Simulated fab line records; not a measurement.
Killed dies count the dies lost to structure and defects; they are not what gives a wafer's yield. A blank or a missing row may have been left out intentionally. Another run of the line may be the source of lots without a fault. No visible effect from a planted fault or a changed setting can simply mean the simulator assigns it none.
Code-filled problem report in 8D (eight disciplines) form ; flow berkeley-cmos170 ; the parts of the form that need people (team, actions taken, sign-off) are left out

## 1. THE ISSUE
Mean PWELL_NITRIDE_THK at UCB170_PWELL_THK_MEAS_06: 231.8 nm over 6 wafers in 2 lots; fault-free wafers: 220.1 nm, standard deviation 1.8. That is +6.5 standard deviations from the usual mean.
The first sign was on wafer L500.3 at day 6 10:35, on film-metro-04. The record holds 42 wafers of 14 lots with a number at this step. By rule, "out" or "out of limits" means more than 4 standard deviations away from the usual mean. The other wafers with a number count as sound.

## 2. WHAT IT IS; WHAT IT IS NOT
question;is;is not
which readings at this step;PWELL_NITRIDE_THK;-
which lots;L500, L503;L485, L486, L487, L488, L489, L490, L491, L492, L493, L494, L495, L496
which wafers of those lots;all that have a number;-
read on which gauges;film-metro-04;film-metro-02, film-metro-03
when;from day 6 10:35;up to then (36 sound wafers)

## 3. SUSPECTS, AND WHAT RULES EACH OUT
Counting: any tool at a process step up to the reading is kept as a suspect provided that every lot that is out went through it and no sound lot did after the first of them.
- the gauge at UCB170_PWELL_THK_MEAS_06: ruled out. All the wafers that are out were read on film-metro-04, but those of them that UCB170_PWELL_CVD_05 has rows for are out there too, on other tools.
- lpcvd-01 at UCB170_PWELL_CVD_05 (deposits Si3N4 from SiH2Cl2/NH3, target thk 220 nm, time 3300 s): kept. It processed each lot that is out, first L500 at day 6 08:39, and no sound lot thereafter; up to then, the last sound lot it processed was L494 at day 5 06:17. Its own sih2cl2-flow-sccm readings are out on those wafers.
Left after counting: lpcvd-01 at UCB170_PWELL_CVD_05.

## 4. THE CAUSE (what the simulator had put in)
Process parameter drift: lpcvd-01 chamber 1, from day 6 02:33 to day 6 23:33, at UCB170_PWELL_CVD_05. A move of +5 in setting sih2cl2-flow-sccm, from 25. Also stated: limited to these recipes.
After counting, this tool was the only one left.

## 5. THE EFFECT CHAIN, in route order
Each row: a reading whose mean over the struck wafers that have a number lies more than 3 standard deviations from the usual. Readings are gone through only where the record gives a usual standard deviation; hours: the median, over the lots, of the time from a lot's start at the first step in this table giving one to that lot's start at this step; sigmas: the change measured in usual standard deviations.
hours;step;reading;usual;on struck wafers;change;sigmas
0;UCB170_PWELL_CVD_05;sih2cl2-flow-sccm;24.98 sccm;29.98;+5.00;+66
2;UCB170_PWELL_THK_MEAS_06;PWELL_NITRIDE_THK;220.1 nm;231.8;+11.8;+6.5
Process steps it contains:
- UCB170_PWELL_CVD_05: deposits Si3N4 from SiH2Cl2/NH3, target thk 220 nm, time 3300 s.
Later measuring or inspecting steps at which every struck wafer that the step has a row for has a number for every such reading, and none has moved that far: UCB170_ACTIVE_OVL_MEAS_14.

## 6. HOW IT WOULD HAVE BEEN CAUGHT EARLIER
Counted from the fault's start at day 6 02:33, it took 8 hours until the first out-of-limits reading at a measuring or inspecting step in this record, taken at day 6 10:35.
At UCB170_PWELL_CVD_05, the tool's own readings (sih2cl2-flow-sccm) were out on each struck wafer the step has a row for, so an alarm limit on them would have fired on the first such wafer.
Among the 2 lots that are out, L503 began UCB170_PWELL_CVD_05 on lpcvd-01 after day 6 10:35. Putting the tool on hold at that point would have spared it.
